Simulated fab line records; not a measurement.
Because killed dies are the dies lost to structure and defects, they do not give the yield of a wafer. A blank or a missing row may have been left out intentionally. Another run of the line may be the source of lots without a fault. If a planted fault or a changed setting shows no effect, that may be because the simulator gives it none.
A lot that was struck, set against a sound lot || flow rit_cmos || 39 steps out of a route of 202
Sound: the wafers L314.1, L314.3, L314.5. Wafers struck: L330.2, L330.3, L330.4. The cause is given at the end.
Per side, at each step with rows, come the tool, then ch with its chambers, and then its first start. Under that, the readings that differ: sound wafers || struck wafers || difference of the means || sigmas: that difference in standard deviations of wafers without a fault.
alike: readings whose means differ by less than 2 such deviations, and words and numbers that are the same on both sides. not compared: withheld readings, readings that some wafer has no value for, bounds like >300 that may hide the same value, and numbers for which the record gives no deviation and whose values overlap.
Wherever a step has rows on one side only, a row that says differs or no value, or a row with sigmas, the two part there. Numbers that have no deviation but don't overlap get no sigmas and don't part them. Lack of a reading on every wafer of one side parts them only where that side has two or more wafers.

first, 3 steps without rows for these wafers: RIT_GATE_EXPOSE_13 (exposes mask M6, target cd 150 nm); RIT_GATE_PEB_14; RIT_GATE_DEVELOP_15 (develop time 50 s).
RIT_GATE_CD_MEAS_16 targets a cd of 150 nm.
  sound on cd_sem-01, day 3 07:31; struck on cd_sem-02, day 6 17:36
  alike: cd_nm
RIT_GATE_OVL_MEAS_17:
  sound on overlay-02, day 3 07:38; struck on overlay-01, day 6 17:43
  alike: GATE_OVL
then, 1 step without rows for these wafers: RIT_GATE_HARDBAKE_18 (time 60 s).
RIT_GATE_ETCH_19: etches poly-Si in SF6/CHF3/O2, stops on SiO2, time 158.5 s, target depth 312.5 nm.
  sound on rie_si-01 ch 0,1,2, day 3 07:49; struck on rie_si-01 ch 0,2, day 6 17:53
  alike: SF6_flow_sccm, drypump_motor_current_A, oes_product_au, throttle_valve_pct
  not compared: rf_hours_counter_h
RIT_GATE_STRIP_20: strips in O2, time 180 s.
  sound on plasma_asher-04 ch 1, day 3 07:55; struck on plasma_asher-04 ch 0,1, day 6 18:00
  alike: drypump_motor_current_A, o2_flow_sccm
  not compared: rf_hours_counter_h
RIT_GATE_CD_MEAS_90 targets a cd of 150 nm.
  sound on cd_sem-01, day 3 08:06; struck on cd_sem-02, day 6 18:11
  alike: cd_nm
then, 3 steps without rows for these wafers: RIT_REOX_CLEAN_00 (cleans in SC1, time 600 s); RIT_REOX_CLEAN_01 (cleans in dHF, time 30 s); RIT_REOX_CLEAN_02 (cleans in SC2, time 600 s).
RIT_REOX_OXIDATION_03: target thk 25.2 nm, ox time 5580 s.
  sound on furnace-03 ch 0, day 3 09:29; struck on furnace-04 ch 0, day 6 20:53
{"reading": "spike_tc_centre_C (C)", "sound": "902.0 901.3 902.5", "struck": "919.8 918.5 920.0", "difference": "+17.5", "sigmas": "+12"}
{"reading": "spike_tc_load_C (C)", "sound": "925.7 927.5 927.6", "struck": "940.2 942.3 942.8", "difference": "+14.8", "sigmas": "+11"}
{"reading": "spike_tc_source_C (C)", "sound": "925.9 925.4 924.2", "struck": "937.7 935.9 936.3", "difference": "+11.5", "sigmas": "+8"}
{"reading": "tube_center_temp_C (C)", "sound": "900.01 899.91 900.04", "struck": "915.04 914.98 915.05", "difference": "+15.04", "sigmas": "+99 or more"}
{"reading": "tube_center_temp_C_max", "sound": "903.7 902.3 902.3", "struck": "916.6 917.2 917.4", "difference": "+14.3", "sigmas": "+36"}
{"reading": "model.SiO2_of_REOX_OXIDATION_03.thk_nm (nm)", "sound": "25.47 25.5 25.69", "struck": "29.67 29.76 30.08", "difference": "+4.28", "sigmas": ""}
RIT_REOX_THK_MEAS_04:
  sound on film_metro-03, day 3 12:02; struck on film_metro-04, day 6 23:27
{"reading": "REOX_OXIDE_THK (nm)", "sound": "25.5 25.5 25.7", "struck": "29.7 29.8 30.1", "difference": "+4.3", "sigmas": "+10"}
then, 6 steps without rows for these wafers: RIT_NLDD_HMDS_00 (prime time 60 s); RIT_NLDD_COAT_01 (resist thk 1000 nm); RIT_NLDD_SOFTBAKE_02 (time 60 s); RIT_NLDD_EXPOSE_03 (exposes mask M7, target cd 40700 nm); RIT_NLDD_PEB_04; RIT_NLDD_DEVELOP_05 (develop time 50 s).
RIT_NLDD_OVL_MEAS_06:
  sound on overlay-01, day 3 12:56; struck on overlay-02, day 7 00:29
  alike: NLDD_OVL
then, 2 steps without rows for these wafers: RIT_NLDD_HARDBAKE_07 (time 60 s); RIT_NLDD_IMPLANT_08.
RIT_NLDD_STRIP_09: strips in O2, time 180 s.
  sound on plasma_asher-01 ch 0,1, day 3 13:17; struck on plasma_asher-01 ch 0,1, day 7 00:49
  alike: drypump_motor_current_A, o2_flow_sccm
  not compared: rf_hours_counter_h
RIT_NLDD_TW_MEAS_10:
  sound on film_metro-04, day 3 13:27; struck on film_metro-02, day 7 01:00
  alike: NLDD_TW
then, 6 steps without rows for these wafers: RIT_PLDD_HMDS_00 (prime time 60 s); RIT_PLDD_COAT_01 (resist thk 981.8 nm); RIT_PLDD_SOFTBAKE_02 (time 60 s); RIT_PLDD_EXPOSE_03 (exposes mask M8, target cd 40900 nm); RIT_PLDD_PEB_04; RIT_PLDD_DEVELOP_05 (develop time 50 s).
RIT_PLDD_OVL_MEAS_06:
  sound on overlay-02, day 3 14:29; struck on overlay-01, day 7 01:54
  alike: PLDD_OVL
then, 2 steps without rows for these wafers: RIT_PLDD_HARDBAKE_07 (time 60 s); RIT_PLDD_IMPLANT_08.
RIT_PLDD_STRIP_09: strips in O2, time 180 s.
  sound on plasma_asher-01 ch 1, day 3 14:49; struck on plasma_asher-01 ch 0,1, day 7 02:14
  alike: drypump_motor_current_A, o2_flow_sccm
  not compared: rf_hours_counter_h
RIT_PLDD_TW_MEAS_10:
  sound on film_metro-02, day 3 15:00; struck on film_metro-02, day 7 02:25
  alike: PLDD_TW
RIT_SPACER_CLEAN_00: cleans in SC1, time 600 s.
  sound on wet_bench-03 ch 3, day 3 15:04; struck on wet_bench-02 ch 2, day 7 02:28
{"reading": "model.SiO2_of_REOX_OXIDATION_03.thk_nm (nm)", "sound": "23.51 23.53 23.72", "struck": "27.36 27.44 27.74", "difference": "+3.93", "sigmas": ""}
then, 1 step without rows for these wafers: RIT_SPACER_CLEAN_01 (cleans in dHF, time 30 s).
RIT_M1_PROBE_99:
  sound on prober-02, day 4 05:20; struck on prober-02, day 7 16:08
{"reading": "killed_at_contacts", "sound": "0 2 0", "struck": "0 0 0", "difference": -1, "sigmas": -2}
{"reading": "model.etest.pmos_turned.r_on_ohm_um", "sound": "3412 3508 3557", "struck": "5018 5104 5295", "difference": "+1647", "sigmas": ""}
{"reading": "model.etest.pmos_0p3.r_on_ohm_um", "sound": "6373 6442 6459", "struck": "7144 7202 7338", "difference": "+803", "sigmas": ""}
{"reading": "model.etest.pmos_0p15.r_on_ohm_um", "sound": "2772 2881 2916", "struck": "3530 3523 3630", "difference": "+705", "sigmas": ""}
{"reading": "model.etest.pldd.rs_ohm_sq", "sound": "510.9 506.2 521.4", "struck": "960.5 974.3 1016", "difference": "+470.8", "sigmas": ""}
{"reading": "model.etest.nmos_0p15.r_on_ohm_um", "sound": "1156 1199 1200", "struck": "1321 1301 1345", "difference": "+137", "sigmas": ""}
{"reading": "model.etest.nmos_0p3.r_on_ohm_um", "sound": "2219 2244 2257", "struck": "2366 2362 2397", "difference": "+135", "sigmas": ""}
{"reading": "model.etest.pldd.line_ohm_um", "sound": "163.1 162.2 165.8", "struck": "301.8 310.9 324.9", "difference": "+148.8", "sigmas": ""}
{"reading": "model.etest.nldd.rs_ohm_sq", "sound": "399.3 398.8 403", "struck": "486.8 491.5 500.1", "difference": "+92.4", "sigmas": ""}
  alike: killed_at_front_end, killed_dies, killed_open, killed_short

== WHERE THEY PART ==
First at RIT_REOX_OXIDATION_03; last, within this record, at RIT_M1_PROBE_99.

WHY: the cause the simulator had injected
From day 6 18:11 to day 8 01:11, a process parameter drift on furnace-04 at RIT_REOX_OXIDATION_03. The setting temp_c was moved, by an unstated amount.
